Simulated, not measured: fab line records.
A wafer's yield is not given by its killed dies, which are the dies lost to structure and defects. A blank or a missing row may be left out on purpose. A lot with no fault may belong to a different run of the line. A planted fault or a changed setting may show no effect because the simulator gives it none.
Lot-split experiment || flow rit cmos || on a route of 202 steps: 5 lots, 23 wafers read

== THE SPLIT ITSELF ==
At RIT_CONTACT_CVD_00 (deposits SiO2 from TEOS, target thk 400 nm, time 61 s), the setting time s was moved away from the recipe's 61 s on 8 of the 23 wafers read, by -11.1% to -9.9%. All remaining wafers had this setting at the recipe value.

There is no step in the file separating the split from the reading.

== THE READING ==
CONTACT_TEOS_THK at RIT_CONTACT_THK_MEAS_01, in nm. A value of 399 nm with a standard deviation of 5.8 nm is what fault-free wafers of this fab line usually give.

{"wafer": "L074.1", "tool, chamber at the split": "pecvd-04, 2", "time s as run, s": 61, "against the recipe": "recipe", "CONTACT_TEOS_THK, nm": 402, "against lot-mates on the recipe": "-"}
{"wafer": "L074.2", "tool, chamber at the split": "pecvd-04, 0", "time s as run, s": 61, "against the recipe": "recipe", "CONTACT_TEOS_THK, nm": 390, "against lot-mates on the recipe": "-"}
{"wafer": "L074.3", "tool, chamber at the split": "pecvd-04, 1", "time s as run, s": 61, "against the recipe": "recipe", "CONTACT_TEOS_THK, nm": 404, "against lot-mates on the recipe": "-"}
{"wafer": "L074.4", "tool, chamber at the split": "pecvd-04, 2", "time s as run, s": 61, "against the recipe": "recipe", "CONTACT_TEOS_THK, nm": 406, "against lot-mates on the recipe": "-"}
{"wafer": "L074.6", "tool, chamber at the split": "pecvd-04, 0", "time s as run, s": 61, "against the recipe": "recipe", "CONTACT_TEOS_THK, nm": 393, "against lot-mates on the recipe": "-"}
{"wafer": "L076.2", "tool, chamber at the split": "pecvd-02, 1", "time s as run, s": 61, "against the recipe": "recipe", "CONTACT_TEOS_THK, nm": 400, "against lot-mates on the recipe": "-"}
{"wafer": "L076.4", "tool, chamber at the split": "pecvd-02, 2", "time s as run, s": 61, "against the recipe": "recipe", "CONTACT_TEOS_THK, nm": 405, "against lot-mates on the recipe": "-"}
{"wafer": "L076.6", "tool, chamber at the split": "pecvd-02, 1", "time s as run, s": 61, "against the recipe": "recipe", "CONTACT_TEOS_THK, nm": 407, "against lot-mates on the recipe": "-"}
{"wafer": "L078.1", "tool, chamber at the split": "pecvd-01, 0", "time s as run, s": 54.25, "against the recipe": "-11.1%", "CONTACT_TEOS_THK, nm": 355, "against lot-mates on the recipe": -42}
{"wafer": "L078.2", "tool, chamber at the split": "pecvd-01, 2", "time s as run, s": 61, "against the recipe": "recipe", "CONTACT_TEOS_THK, nm": 394, "against lot-mates on the recipe": "-"}
{"wafer": "L078.3", "tool, chamber at the split": "pecvd-01, 1", "time s as run, s": 61, "against the recipe": "recipe", "CONTACT_TEOS_THK, nm": 401, "against lot-mates on the recipe": "-"}
{"wafer": "L078.4", "tool, chamber at the split": "pecvd-01, 2", "time s as run, s": 54.25, "against the recipe": "-11.1%", "CONTACT_TEOS_THK, nm": 353, "against lot-mates on the recipe": -44}
{"wafer": "L078.5", "tool, chamber at the split": "pecvd-01, 1", "time s as run, s": 54.25, "against the recipe": "-11.1%", "CONTACT_TEOS_THK, nm": 362, "against lot-mates on the recipe": -36}
{"wafer": "L079.1", "tool, chamber at the split": "pecvd-02, 1", "time s as run, s": 54.62, "against the recipe": "-10.5%", "CONTACT_TEOS_THK, nm": 355, "against lot-mates on the recipe": -46}
{"wafer": "L079.2", "tool, chamber at the split": "pecvd-02, 2", "time s as run, s": 54.62, "against the recipe": "-10.5%", "CONTACT_TEOS_THK, nm": 358, "against lot-mates on the recipe": -43}
{"wafer": "L079.4", "tool, chamber at the split": "pecvd-02, 0", "time s as run, s": 61, "against the recipe": "recipe", "CONTACT_TEOS_THK, nm": 395, "against lot-mates on the recipe": "-"}
{"wafer": "L079.5", "tool, chamber at the split": "pecvd-02, 2", "time s as run, s": 61, "against the recipe": "recipe", "CONTACT_TEOS_THK, nm": 407, "against lot-mates on the recipe": "-"}
{"wafer": "L079.6", "tool, chamber at the split": "pecvd-02, 1", "time s as run, s": 61, "against the recipe": "recipe", "CONTACT_TEOS_THK, nm": 402, "against lot-mates on the recipe": "-"}
{"wafer": "L083.1", "tool, chamber at the split": "pecvd-04, 0", "time s as run, s": 54.96, "against the recipe": "-9.9%", "CONTACT_TEOS_THK, nm": 353, "against lot-mates on the recipe": -46}
{"wafer": "L083.2", "tool, chamber at the split": "pecvd-04, 2", "time s as run, s": 61, "against the recipe": "recipe", "CONTACT_TEOS_THK, nm": 402, "against lot-mates on the recipe": "-"}
{"wafer": "L083.3", "tool, chamber at the split": "pecvd-04, 1", "time s as run, s": 61, "against the recipe": "recipe", "CONTACT_TEOS_THK, nm": 397, "against lot-mates on the recipe": "-"}
{"wafer": "L083.4", "tool, chamber at the split": "pecvd-04, 2", "time s as run, s": 54.96, "against the recipe": "-9.9%", "CONTACT_TEOS_THK, nm": 365, "against lot-mates on the recipe": -34}
{"wafer": "L083.5", "tool, chamber at the split": "pecvd-04, 1", "time s as run, s": 54.96, "against the recipe": "-9.9%", "CONTACT_TEOS_THK, nm": 365, "against lot-mates on the recipe": -34}

FIT RESULTS
A straight line over all 23 wafers: CONTACT_TEOS_THK changes by +4.02 nm for each +1% of time s; r = +0.97; the points scatter about the line by 5.2 nm.
The same after taking each lot's own level away (the mean of its wafers on the recipe; 23 wafers): +3.9 nm for each +1%; r = +0.97; scatter 5 nm.
According to that fit, moving time s by its largest amount changes the reading by 43 nm.
From 397.5 to 404.0 nm: that is the span of the lots' own levels, equal to 1.1 times the standard deviation above.
The two slopes are in agreement: the lot-to-lot level therefore moves the slope only a little.
Check: for one of the wafers moved furthest among these (-11.1%), held out of the fit, the line's prediction against its lot-mates is -43.3 nm. Against them it came out at -42.5 nm.

== FURTHER SPLITS ON THESE WAFERS ==
Note: prior to the reading, these wafers also went through further splits. Each is held against what the fit with the lots' levels taken away leaves over:
{"other split on the same wafers": "RIT_PLDD_IMPLANT_08 tilt deg", "wafers away from the commonest value": 8, "r with CONTACT_TEOS_THK (lot level and that fit taken away)": "+0.21"}
{"other split on the same wafers": "RIT_SPACER_CVD_03 pressure mtorr", "wafers away from the commonest value": 18, "r with CONTACT_TEOS_THK (lot level and that fit taken away)": -0.15}
{"other split on the same wafers": "RIT_PSD_IMPLANT_08 energy kev", "wafers away from the commonest value": 10, "r with CONTACT_TEOS_THK (lot level and that fit taken away)": -0.39}
{"other split on the same wafers": "RIT_SDANNEAL_CLEAN_00 time s", "wafers away from the commonest value": 15, "r with CONTACT_TEOS_THK (lot level and that fit taken away)": -0.09}

== THE WHOLE CHAIN: every reading that the file lists as answering this split, in the file's order ==
{"step": "RIT_CONTACT_CVD_00", "what it does": "deposits SiO2 from TEOS, target thk 400 nm, time 61 s", "reading": "SiO2_of_CONTACT_CVD_00.thk nm (the simulator's own value, which no gauge read)", "change (the file's fit)": "+3.93 nm for each +1% of the setting", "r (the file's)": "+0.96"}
{"step": "RIT_CONTACT_THK_MEAS_01", "what it does": "", "reading": "CONTACT_TEOS_THK", "change (the file's fit)": "+3.93 for each +1% of the setting", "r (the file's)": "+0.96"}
{"step": "RIT_CONTACT_ETCH_11", "what it does": "etches SiO2 in CHF3/CF4/Ar, stops on TiSi2, target depth 480 nm, time 320 s", "reading": "etch.depth nm (the simulator's own value, which no gauge read)", "change (the file's fit)": "+3.93 nm for each +1% of the setting", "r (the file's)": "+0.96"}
{"step": "RIT_CONTACT_ETCH_11", "what it does": "etches SiO2 in CHF3/CF4/Ar, stops on TiSi2, target depth 480 nm, time 320 s", "reading": "CONTACT.feature depth nm (the simulator's own value, which no gauge read)", "change (the file's fit)": "+3.93 nm for each +1% of the setting", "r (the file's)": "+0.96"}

== THE FILE'S OWN FIT ==
CONTACT_TEOS_THK changes by +3.93 nm for each +1% of time s, r = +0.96.
